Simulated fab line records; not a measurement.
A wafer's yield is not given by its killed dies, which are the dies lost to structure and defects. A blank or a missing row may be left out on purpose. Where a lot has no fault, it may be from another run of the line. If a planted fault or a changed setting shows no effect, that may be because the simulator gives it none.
Which tool was responsible?	flow rit-cmos	39 wafers from 13 lots sampled at 2 of the route's 202 steps

== WHAT EACH GAUGE READ, for each wafer ==
The record holds no reading of a measuring or inspecting step that can be judged against a usual standard deviation.

== WHAT TOOL EACH LOT RAN ON (gives the tool, then ch and the chambers of the sampled wafers, and finally the start) ==
lot	RIT_SPACER_CLEAN_01	RIT_M1_PROBE_99
L107	wet-bench-04 ch 2, day 3 02:43	prober-02, day 3 18:11
L109	wet-bench-03 ch 2, day 3 13:10	-
L111	wet-bench-04 ch 1, day 3 21:24	-
L112	wet-bench-03 ch 2, day 4 01:46	-
L113	wet-bench-01 ch 2, day 4 12:09	prober-02, day 5 04:02
L114	wet-bench-03 ch 0, day 4 14:43	-
L115	wet-bench-03 ch 0, day 4 17:40	-
L117	wet-bench-03 ch 2, day 5 04:16	-
L118	wet-bench-03 ch 1, day 5 07:23	prober-01, day 5 20:26
L120	wet-bench-01 ch 2, day 5 17:49	prober-01, day 6 09:26
L121	wet-bench-03 ch 0, day 6 03:14	-
L122	wet-bench-03 ch 0, day 6 10:25	prober-01, day 7 03:11
L124	wet-bench-01 ch 2, day 6 23:26	prober-01, day 7 15:22
- RIT_SPACER_CLEAN_01: cleans in dHF, time 28.79 s.
- RIT_M1_PROBE_99

== WHAT THE TOOLS THEMSELVES READ (means of the sampled wafers that have a number; where no wafer has one, the mark that the record gives instead) ==
RIT_M1_PROBE_99.
lot	tool	killed-at-contacts	killed-at-front-end	killed-dies	killed-on-rim	killed-open	killed-short
L107	prober-02	0.0	6.7	6.7	2.7	3.3	3.3
L113	prober-02	0.0	7.0	7.0	1.7	2.7	4.3
L118	prober-01	0.0	6.3	6.3	2.0	3.7	2.7
L120	prober-01	0.3	6.0	6.3	1.7	3.7	2.7
L122	prober-01	0.0	49.3	49.3	9.7	4.0	3.7
L124	prober-01	0.0	3.3	3.3	0.3	1.3	2.0

== THE ANSWER, worked out from the rows above alone ==
Rule: the usual values come from the lots themselves. Put in order of their means at a reading, lots are off if they are a third of the lots or fewer, leave a main group of 4 or more, and stand apart from it by a gap of 3 or more times the standard deviation of the main group's means; of several such gaps the widest counts. A main group whose means are all the same, to the digits that the tables above print for the reading, isn't used. A lot without any number at a reading at which 4 lots or more have one is off too. Any other lot the step has rows for is counted as sound. After the gauges, taken in route order, come the tools' own readings; for these a lot's mean is taken, as printed above. At the first step where some lot is off, the reading lying furthest off is the one used; lots without a number count as furthest.
Off: L122 (RIT_M1_PROBE_99, killed-at-front-end). Main group: mean 5.9, sd 1.3. Neither off nor sound, because the step has no rows for them: L109, L111, L112, L114, L115, L117, L121.
If a tool, at that step or one of the process steps before it, ran each lot that is off and ran no sound lot following the first of them, it fits. One fits: RIT_SPACER_CLEAN_01 on wet-bench-03. A fault onset in the window from L118 (day 5 07:23, its last sound lot) to L122 (day 6 10:25, its first lot off) fits.

== WHAT HAD BEEN PUT IN BY THE SIMULATOR ==
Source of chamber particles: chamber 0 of wet-bench-03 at RIT_SPACER_CLEAN_01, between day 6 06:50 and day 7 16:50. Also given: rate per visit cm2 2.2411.
Struck lots among those shown: L122. The rule above reached the same finding.
